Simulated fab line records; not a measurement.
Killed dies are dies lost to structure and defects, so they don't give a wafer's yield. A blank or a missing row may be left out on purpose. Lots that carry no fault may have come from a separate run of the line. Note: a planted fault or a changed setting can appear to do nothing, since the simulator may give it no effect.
The same fault as seen by 2 desks -- flow berkeleyCmos170 -- each desk holds nothing but its own numbers, with what lay behind them at the end

AT THE TOOL OWNER'S DESK: rieMetal-03
The tool's own readings at UCB170_M3_METAL_ETCH_18 (etches Al in Cl2/BCl3, stops on SiO2, target depth 1170 nm, time 195 s): means of the sampled wafers that have a number, for each lot that ran on this tool. A lot is out of limits, marked OUT, if its mean lies more than 4 standard deviations from the usual mean; the brackets give that distance.
Columns: A = biasW at UCB170_M3_METAL_ETCH_18, usual 120.0 W; B = drypumpMotorCurrentA at UCB170_M3_METAL_ETCH_18, usual 5.6 A; C = oesProductAu at UCB170_M3_METAL_ETCH_18, usual 0.857 a.u.; D = rfFwdPowerW at UCB170_M3_METAL_ETCH_18, usual 597.9 W; E = throttleValvePct at UCB170_M3_METAL_ETCH_18, usual 24.3 %
lot,first seen here,A,B,C,D,E
L771,day 8 04:31,120.1,5.0,0.853,598.2,24.3
L776,day 9 06:55,120.5,5.0,0.854,597.4,24.3
L783,day 10 12:53,185.9 (+99 or more) OUT,5.4,0.862,598.4,24.3
L784,day 11 02:56,186.1 (+99 or more) OUT,5.0,0.855,597.3,24.3
This desk finds L783, L784 out of limits, L783 being first, at day 10 12:53 (biasW at UCB170_M3_METAL_ETCH_18). In limits: L771, L776.

THE METROLOGY DESK
What the gauges read for every lot (on any tool): the sampled wafers with a number, averaged. A lot is out of limits, marked OUT, if its mean lies more than 4 standard deviations from the usual mean; the brackets give that distance.
Columns: A = M1_OVL at UCB170_M1_OVL_MEAS_10, usual 0 nm
lot,first seen here,A
L769,day 7 02:09,-3
L770,day 7 03:26,-1
L772,day 7 13:06,-1
L771,day 7 13:22,2
L773,day 7 13:39,-4
L774,day 8 01:49,5
L775,day 8 11:52,-3
L776,day 8 16:17,-3
L783,day 9 22:30,3
L784,day 10 12:06,-1
L785,day 10 17:44,3
L786,day 10 23:15,3
L788,day 11 01:01,2
L791,day 12 04:01,0
This desk's finding: nothing out of limits on any of the 14 lots.

PUT TOGETHER
At day 10 12:53, on L783, L784, the tool owner's desk was in a position to raise an alarm.
The metrology desk saw nothing out of limits.
The metrology desk holds a record of L783, L784, inside its limits.
All the named lots went through UCB170_M3_METAL_ETCH_18 on rieMetal-03.

WHAT WAS PUT IN BY THE SIMULATOR
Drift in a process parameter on rieMetal-03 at UCB170_M3_METAL_ETCH_18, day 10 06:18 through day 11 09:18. A move of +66 in setting biasW, from 120. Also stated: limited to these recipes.
Lots struck among those shown: L783, L784.
Time in hours from fault onset to the first out-of-limits reading at each desk: the tool owner's desk, 7.
